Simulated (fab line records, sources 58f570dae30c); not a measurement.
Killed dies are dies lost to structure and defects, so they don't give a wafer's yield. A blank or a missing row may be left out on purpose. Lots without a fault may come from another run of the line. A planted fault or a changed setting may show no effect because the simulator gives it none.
A struck lot beside a sound one | flow berkeley_cmos170 | 14 steps out of a route of 331
Sound: wafers L832.1, L832.4, L832.6. Struck: wafers L836.2, L836.3, L836.5. The cause comes at the end.
At each step with rows: each side's tool, then ch and its chambers, then its first start. Under that, the readings that differ: sound wafers | struck wafers | difference of the means | sigmas: that difference in standard deviations of wafers without a fault.
alike: readings whose means differ by less than 2 such deviations, and words and numbers that are the same on both sides. not compared: withheld readings, readings that some wafer has no value for, bounds like >300 that may hide the same value, and numbers for which the record gives no deviation and whose values overlap.
The two part at a step that has a row with sigmas, a row that says differs or no value, or rows on one side only. Numbers that don't overlap but have no deviation are shown without sigmas and don't part them. A reading that every wafer of one side lacks parts them only if that side has two wafers or more.

UCB170_CONTACT_THK_MEAS_02:
  sound on film_metro-03, day 8 04:12; struck on film_metro-03, day 9 03:40
  reading              | sound       | struck      | difference | sigmas
  CONTACT_PSG_THK (nm) | 691 694 689 | 714 710 708 | +19        | +3
then, 3 steps without rows for these wafers: UCB170_CONTACT_HMDS_03 (prime time 60 s); UCB170_CONTACT_COAT_04 (resist thk 900 nm); UCB170_CONTACT_SOFTBAKE_05 (time 60 s).
UCB170_CONTACT_STRIP_06: strips in O2.
  sound on plasma_asher-03 ch 0,1, day 8 04:49; struck on plasma_asher-03 ch 0,1, day 9 04:10
  alike: chamber_pressure_mTorr, drypump_motor_current_A, oes_product_au, strip_time_to_endpoint_s
  not compared: rf_hours_counter_h
then, 1 step without rows for these wafers: UCB170_CONTACT_CLEAN_07 (cleans in SPM, time 600 s).
UCB170_CONTACT_RTA_08: time 10 s.
  sound on rtp_anneal-01 ch 0, day 8 05:12; struck on rtp_anneal-01 ch 0, day 9 04:49
  alike: wafer_temp_C_max
then, 5 steps without rows for these wafers: UCB170_CONTACT_COAT_09; UCB170_CONTACT_COAT_10 (resist thk 900 nm); UCB170_CONTACT_SOFTBAKE_11 (time 60 s); UCB170_CONTACT_EXPOSE_12 (exposes mask CONT, target cd 700 nm); UCB170_CONTACT_PEB_13.
UCB170_CONTACT_DEVELOP_14: develop time 45 s.
  sound on litho_track-04 ch 0, day 8 06:00; struck on litho_track-04, day 9 06:00
  no value came back on the struck wafers for chill_plate_temp_C (C), develop_time_s (s), exhaust_pa (Pa); on the sound wafers chill_plate_temp_C (C) reads 22.97 22.94 23.11
  reading                                  | sound             | struck            | difference | sigmas
  model.KrF_of_CONTACT_COAT_10.thk_nm (nm) | 891.2 889.9 890.8 | 902.5 902.4 902.3 | +11.8      |
UCB170_CONTACT_CD_MEAS_15: target cd 700 nm.
  sound on cd_sem-01, day 8 06:33; struck on cd_sem-01, day 9 06:24
  reading    | sound             | struck | difference                    | sigmas
  cd_nm (nm) | 696.7 697.4 697.4 | - - -  | no value on the struck wafers |

WHERE THEY PART
First at UCB170_CONTACT_THK_MEAS_02; last, within this record, at UCB170_CONTACT_CD_MEAS_15.

WHY: what the simulator had put in
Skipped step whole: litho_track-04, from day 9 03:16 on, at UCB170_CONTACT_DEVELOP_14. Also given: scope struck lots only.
